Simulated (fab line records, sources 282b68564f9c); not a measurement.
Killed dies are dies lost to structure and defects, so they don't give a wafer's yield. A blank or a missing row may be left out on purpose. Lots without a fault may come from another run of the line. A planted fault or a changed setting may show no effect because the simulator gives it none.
A struck lot beside a sound one | flow rit_cmos | 24 steps out of a route of 202
Sound: wafers L352.1, L352.4, L352.5. Struck: wafers L353.4, L353.5, L353.6. The cause comes at the end.
At each step with rows: each side's tool, then ch and its chambers, then its first start. Under that, the readings that differ: sound wafers | struck wafers | difference of the means | sigmas: that difference in standard deviations of wafers without a fault.
alike: readings whose means differ by less than 2 such deviations, and words and numbers that are the same on both sides. not compared: withheld readings, readings that some wafer has no value for, bounds like >300 that may hide the same value, and numbers for which the record gives no deviation and whose values overlap.
The two part at a step that has a row with sigmas, a row that says differs or no value, or rows on one side only. Numbers that don't overlap but have no deviation are shown without sigmas and don't part them. A reading that every wafer of one side lacks parts them only if that side has two wafers or more.

first, 1 step without rows for these wafers: RIT_PRETRO_IMPLANT_08.
RIT_PRETRO_STRIP_09: strips in O2, time 180 s.
  sound on plasma_asher-02 ch 0,1, day 3 22:15; struck on plasma_asher-03 ch 0,1, day 4 02:47
  alike: drypump_motor_current_A
  not compared: rf_hours_counter_h
RIT_PRETRO_TW_MEAS_10:
  sound on film_metro-02, day 3 22:26; struck on film_metro-02, day 4 02:56
  alike: PRETRO_TW
then, 5 steps without rows for these wafers: RIT_GATE_WET_ETCH_00 (etches SiO2 in BOE, target depth 56 nm, time 60 s); RIT_GATE_CLEAN_01 (cleans in SC1, time 600 s); RIT_GATE_CLEAN_02 (cleans in dHF, time 30 s); RIT_GATE_CLEAN_03 (cleans in SC2, time 600 s); RIT_GATE_CLEAN_04 (cleans in dHF, time 60 s).
RIT_FOX2_THK_MEAS_91:
  sound on film_metro-01, day 3 22:55; struck on film_metro-01, day 4 03:25
  alike: FIELD_OXIDE_LEFT_2_THK
then, 2 steps without rows for these wafers: RIT_GATE_OXIDATION_05 (target thk 3 nm, ox time 270 s); RIT_GATE_ANNEAL_06 (time 600 s).
RIT_GATE_THK_MEAS_07:
  sound on film_metro-03, day 4 01:41; struck on film_metro-01, day 4 05:20
  alike: GATE_OXIDE_THK
RIT_GATE_CVD_08: deposits poly-Si from SiH4, target thk 250 nm, time 2220 s.
  sound on lpcvd-02 ch 1, day 4 02:55; struck on lpcvd-01 ch 0, day 4 05:38
  reading                                  | sound             | struck            | difference | sigmas
  pressure_mtorr (mTorr)                   | 300.2 299.5 300.8 | 450.3 451.2 450.8 | +150.6     | +99 or more
  model.poly-Si_of_GATE_CVD_08.thk_nm (nm) | 253.8 252.5 253.8 | 310.2 307.5 309.8 | +55.8      |
RIT_GATE_THK_MEAS_09:
  sound on film_metro-02, day 4 04:32; struck on film_metro-02, day 4 07:31
  reading            | sound             | struck            | difference | sigmas
  GATE_POLY_THK (nm) | 253.9 252.4 253.8 | 310.1 307.6 309.8 | +55.8      | +21
  not compared: hold
then, 5 steps without rows for these wafers: RIT_GATE_COAT_11 (resist thk 850 nm); RIT_GATE_SOFTBAKE_12 (time 60 s); RIT_GATE_EXPOSE_13 (exposes mask M6, target cd 150 nm); RIT_GATE_PEB_14; RIT_GATE_DEVELOP_15 (develop time 50 s).
RIT_GATE_CD_MEAS_16: target cd 150 nm.
  sound on cd_sem-01, day 4 05:34; struck on cd_sem-02, day 4 11:00
  alike: cd_nm
RIT_GATE_OVL_MEAS_17:
  sound on overlay-02, day 4 05:41; struck on overlay-02, day 4 11:05
  alike: GATE_OVL
then, 1 step without rows for these wafers: RIT_GATE_HARDBAKE_18 (time 60 s).
RIT_GATE_ETCH_19: etches poly-Si in SF6/CHF3/O2, stops on SiO2, time 165 s, target depth 312.5 nm.
  sound on rie_si-01 ch 0,2,3, day 4 05:52; struck on rie_si-02 ch 0,1,3, day 4 11:32
  reading                          | sound             | struck            | difference | sigmas
  oes_product_au (a.u.)            | 0.844 0.865 0.852 | 0.972 0.978 0.986 | +0.125     | +12
  model.etch.depth_nm (nm)         | 253.8 252.5 253.8 | 300.8 306 309.8   | +52.2      |
  model.GATE.feature_depth_nm (nm) | 253.8 252.5 253.8 | 300.8 306 309.8   | +52.2      |
  alike: drypump_motor_current_A, throttle_valve_pct
  not compared: rf_hours_counter_h
RIT_GATE_STRIP_20: strips in O2, time 180 s.
  sound on plasma_asher-02 ch 0,1, day 4 05:59; struck on plasma_asher-04 ch 0,1, day 4 11:38
  alike: drypump_motor_current_A
  not compared: rf_hours_counter_h

WHERE THEY PART
First at RIT_GATE_CVD_08; last, within this record, at RIT_GATE_ETCH_19. Later steps at which nothing parts them and some readings are alike: RIT_GATE_STRIP_20.

WHY: what the simulator had put in
Process parameter drift: lpcvd-01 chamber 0, from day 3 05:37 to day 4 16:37, at RIT_GATE_CVD_08. Setting pressure_mtorr, moved by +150, from 300. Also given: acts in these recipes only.
